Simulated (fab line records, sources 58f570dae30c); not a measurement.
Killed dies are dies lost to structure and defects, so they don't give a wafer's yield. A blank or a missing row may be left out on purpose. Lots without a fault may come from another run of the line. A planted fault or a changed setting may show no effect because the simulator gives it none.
Chamber matching | flow berkeley_cmos170 | UCB170_V1_CMP_02 on cmp-01: 4 sister chambers
The step polishes SiO2. 7 wafers are shown with their chamber, then 7 later ones without.

WAFERS WITH THEIR CHAMBER
wafer  | chamber | motor_current_A (A)
L575.1 | 1       | 14.2
L575.2 | 0       | 17.6
L579.2 | 0       | 18.0
L579.5 | 2       | 17.4
L579.6 | 1       | 14.4
L581.1 | 3       | 17.2
L581.4 | 2       | 17.3

WAFERS WITHOUT THEIR CHAMBER
wafer  | motor_current_A (A)
L581.5 | 17.6
L592.1 | 15.2
L592.4 | 18.2
L592.6 | 18.3
L594.1 | 17.6
L594.3 | 17.6
L594.4 | 14.4

WHICH CHAMBER EACH WENT THROUGH
wafer  | from the rows above          | in truth
L581.5 | can't be placed: 0 or 2 or 3 | 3
L592.1 | 1                            | 1
L592.4 | 0                            | 0
L592.6 | 0                            | 0
L594.1 | can't be placed: 0 or 2 or 3 | 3
L594.3 | can't be placed: 0 or 2 or 3 | 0
L594.4 | 1                            | 1
Placed correctly: 4 of 7. Can't be placed from these rows: 3 (the true chamber is among the candidates in 3). Placed wrongly: 0.
How it was worked out, from the rows above alone: a wafer's distance from a chamber is the root of the sum, over the readings, of the square of ((its reading less the chamber's mean) divided by the reading's scatter). The wafer belongs to the nearest chamber; if the next one is less than 2 further off, it can't be placed. A chamber's mean is the mean of its shown wafers. The scatter: the root of (the sum of the squares of (reading less its chamber's mean) over the shown wafers, divided by (wafers less chambers)).
